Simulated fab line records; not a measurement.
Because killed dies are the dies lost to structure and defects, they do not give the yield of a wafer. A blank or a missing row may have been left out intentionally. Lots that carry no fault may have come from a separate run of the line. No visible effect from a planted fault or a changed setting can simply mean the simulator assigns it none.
Comparing a struck lot with a sound one	flow rit_cmos	11 out of 202 route steps
Sound: the wafers L230.4, L230.5, L230.6. The struck wafers were L238.2, L238.4, L238.6. At the end, the cause is stated.
Each step with rows lists, per side, the tool, then ch with its chambers, then its first start. Under that, the readings that differ: sound wafers	struck wafers	difference of the means	sigmas: that difference in standard deviations of wafers without a fault.
alike: readings with means less than 2 such deviations apart, plus words and numbers identical on both sides. not compared: withheld readings, readings lacking a value on some wafer, bounds such as >300 that could conceal the same value, and numbers that have no deviation in the record and whose values overlap.
Wherever a step has rows on one side only, a row that says differs or no value, or a row with sigmas, the two part there. Non-overlapping numbers with no deviation appear without sigmas and do not part them. A reading missing from all wafers of one side parts the sides only when that side holds two or more wafers.

RIT_ACTIVE_BOW_MEAS_00:
  sound: film_metro-01 at day 3 12:04; struck: film_metro-02 at day 5 04:01
  alike: INCOMING_BOW
then, 1 step without rows for these wafers: RIT_ACTIVE_OXIDATION_01 (target thk 46.8 nm, ox time 3360 s).
RIT_ACTIVE_THK_MEAS_02:
  sound: film_metro-01 at day 3 14:05; struck: film_metro-01 at day 5 08:16
  alike: ACTIVE_OXIDE_THK
then, 1 step without rows for these wafers: RIT_ACTIVE_CVD_03 (deposits Si3N4 from SiH2Cl2/NH3, target thk 150 nm, time 1500 s).
RIT_ACTIVE_THK_MEAS_04:
  sound: film_metro-04 at day 3 15:34; struck: film_metro-04 at day 5 09:44
  alike: ACTIVE_NITRIDE_THK
then, 3 steps without rows for these wafers: RIT_ACTIVE_HMDS_05 (prime time 60 s); RIT_ACTIVE_COAT_06 (resist thk 1000 nm); RIT_ACTIVE_SOFTBAKE_07 (time 60 s).
RIT_ACTIVE_EXPOSE_08: exposes mask M1, target cd 1400 nm.
  sound on iline_stepper-02 ch 0, day 3 16:06; struck on iline_stepper-01 ch 0, day 5 10:29
reading	sound	struck	difference	sigmas
model.ACTIVE.overlay_x_nm (nm)	1.226 1.226 1.226	105.8 105.8 105.8	+104.6	
  alike: mask
after that, 1 step had no rows for these wafers: RIT_ACTIVE_PEB_09.
-- the record jumps here: 2 days lie between the struck wafers' starts before and after (it left off in module ACTIVE and takes up again in module M1, whose first step shown is number 202 of the route) --
RIT_M1_PROBE_99:
  only the struck wafers here have rows in the record (prober-01, day 7 17:40); the sound ones have none

== WHERE THEY PART ==
Only at RIT_M1_PROBE_99, within this record.

WHY: what the simulator had put in
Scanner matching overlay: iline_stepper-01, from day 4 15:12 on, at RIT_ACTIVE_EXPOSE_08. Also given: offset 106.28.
